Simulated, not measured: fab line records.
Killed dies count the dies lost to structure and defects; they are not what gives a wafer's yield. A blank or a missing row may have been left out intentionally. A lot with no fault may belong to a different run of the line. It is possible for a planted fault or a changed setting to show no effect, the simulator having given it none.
Split-lot experiment / flow berkeley_cmos170 / 5 lots, 23 wafers read, on a route of 331 steps

== ON THE SPLIT ==
At UCB170_CONTACT_CVD_01 (deposits PSG from SiH4/O2/PH3, target thk 700 nm, time 2820 s), the setting temp_c was moved away from the recipe's 450 C on 15 of the 23 wafers read, by -1.0% to +2.2%. All remaining wafers had this setting at the recipe value.

The file shows no step between the split and the reading.

== THE READING ==
Values of CONTACT_PSG_THK in nm from UCB170_CONTACT_THK_MEAS_02. On this fab line, fault-free wafers typically give 704 nm with a standard deviation of 5.6 nm.

wafer=L075.1; tool, chamber at the split=lpcvd-02, 1; temp_c as run, C=450; against the recipe=recipe; CONTACT_PSG_THK, nm=700; against lot-mates on the recipe=-
wafer=L075.2; tool, chamber at the split=lpcvd-02, 1; temp_c as run, C=450; against the recipe=recipe; CONTACT_PSG_THK, nm=694; against lot-mates on the recipe=-
wafer=L075.5; tool, chamber at the split=lpcvd-02, 1; temp_c as run, C=450; against the recipe=recipe; CONTACT_PSG_THK, nm=699; against lot-mates on the recipe=-
wafer=L079.1; tool, chamber at the split=-, -; temp_c as run, C=445.6; against the recipe=-1.0%; CONTACT_PSG_THK, nm=679; against lot-mates on the recipe=no lot-mate on the recipe
wafer=L079.3; tool, chamber at the split=-, -; temp_c as run, C=445.6; against the recipe=-1.0%; CONTACT_PSG_THK, nm=683; against lot-mates on the recipe=no lot-mate on the recipe
wafer=L079.4; tool, chamber at the split=-, -; temp_c as run, C=445.6; against the recipe=-1.0%; CONTACT_PSG_THK, nm=680; against lot-mates on the recipe=no lot-mate on the recipe
wafer=L079.5; tool, chamber at the split=-, -; temp_c as run, C=445.6; against the recipe=-1.0%; CONTACT_PSG_THK, nm=679; against lot-mates on the recipe=no lot-mate on the recipe
wafer=L079.6; tool, chamber at the split=-, -; temp_c as run, C=445.6; against the recipe=-1.0%; CONTACT_PSG_THK, nm=681; against lot-mates on the recipe=no lot-mate on the recipe
wafer=L080.1; tool, chamber at the split=-, -; temp_c as run, C=459.8; against the recipe=+2.2%; CONTACT_PSG_THK, nm=762; against lot-mates on the recipe=no lot-mate on the recipe
wafer=L080.3; tool, chamber at the split=-, -; temp_c as run, C=459.8; against the recipe=+2.2%; CONTACT_PSG_THK, nm=765; against lot-mates on the recipe=no lot-mate on the recipe
wafer=L080.4; tool, chamber at the split=-, -; temp_c as run, C=459.8; against the recipe=+2.2%; CONTACT_PSG_THK, nm=763; against lot-mates on the recipe=no lot-mate on the recipe
wafer=L080.5; tool, chamber at the split=-, -; temp_c as run, C=459.8; against the recipe=+2.2%; CONTACT_PSG_THK, nm=766; against lot-mates on the recipe=no lot-mate on the recipe
wafer=L080.6; tool, chamber at the split=-, -; temp_c as run, C=459.8; against the recipe=+2.2%; CONTACT_PSG_THK, nm=770; against lot-mates on the recipe=no lot-mate on the recipe
wafer=L083.1; tool, chamber at the split=-, -; temp_c as run, C=450; against the recipe=recipe; CONTACT_PSG_THK, nm=700; against lot-mates on the recipe=-
wafer=L083.3; tool, chamber at the split=-, -; temp_c as run, C=450; against the recipe=recipe; CONTACT_PSG_THK, nm=703; against lot-mates on the recipe=-
wafer=L083.4; tool, chamber at the split=-, -; temp_c as run, C=450; against the recipe=recipe; CONTACT_PSG_THK, nm=700; against lot-mates on the recipe=-
wafer=L083.5; tool, chamber at the split=-, -; temp_c as run, C=450; against the recipe=recipe; CONTACT_PSG_THK, nm=705; against lot-mates on the recipe=-
wafer=L083.6; tool, chamber at the split=-, -; temp_c as run, C=450; against the recipe=recipe; CONTACT_PSG_THK, nm=705; against lot-mates on the recipe=-
wafer=L084.2; tool, chamber at the split=-, -; temp_c as run, C=446.4; against the recipe=-0.8%; CONTACT_PSG_THK, nm=686; against lot-mates on the recipe=no lot-mate on the recipe
wafer=L084.3; tool, chamber at the split=-, -; temp_c as run, C=446.4; against the recipe=-0.8%; CONTACT_PSG_THK, nm=681; against lot-mates on the recipe=no lot-mate on the recipe
wafer=L084.4; tool, chamber at the split=-, -; temp_c as run, C=446.4; against the recipe=-0.8%; CONTACT_PSG_THK, nm=686; against lot-mates on the recipe=no lot-mate on the recipe
wafer=L084.5; tool, chamber at the split=-, -; temp_c as run, C=446.4; against the recipe=-0.8%; CONTACT_PSG_THK, nm=687; against lot-mates on the recipe=no lot-mate on the recipe
wafer=L084.6; tool, chamber at the split=-, -; temp_c as run, C=446.4; against the recipe=-0.8%; CONTACT_PSG_THK, nm=685; against lot-mates on the recipe=no lot-mate on the recipe

THE FIT
A straight line over all 23 wafers: CONTACT_PSG_THK changes by +27 nm for each +1% of temp_c; r = +0.99; the points scatter about the line by 4 nm.
Too few moved wafers have a lot-mate on the recipe to fit a line with each lot's own level taken away.

== THE WHOLE CHAIN: every reading that the file lists as answering this split, in the file's order ==
step=UCB170_CONTACT_CVD_01; what it does=deposits PSG from SiH4/O2/PH3, target thk 700 nm, time 2820 s; reading=PSG_of_CONTACT_CVD_01.thk_nm (the simulator's own value, which no gauge read); change (the file's fit)=+26.3 nm for each +1% of the setting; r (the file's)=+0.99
step=UCB170_CONTACT_THK_MEAS_02; what it does=; reading=CONTACT_PSG_THK; change (the file's fit)=+27 for each +1% of the setting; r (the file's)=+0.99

== FILE'S OWN FIT ==
CONTACT_PSG_THK changes by +27 nm for each +1% of temp_c, r = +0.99.
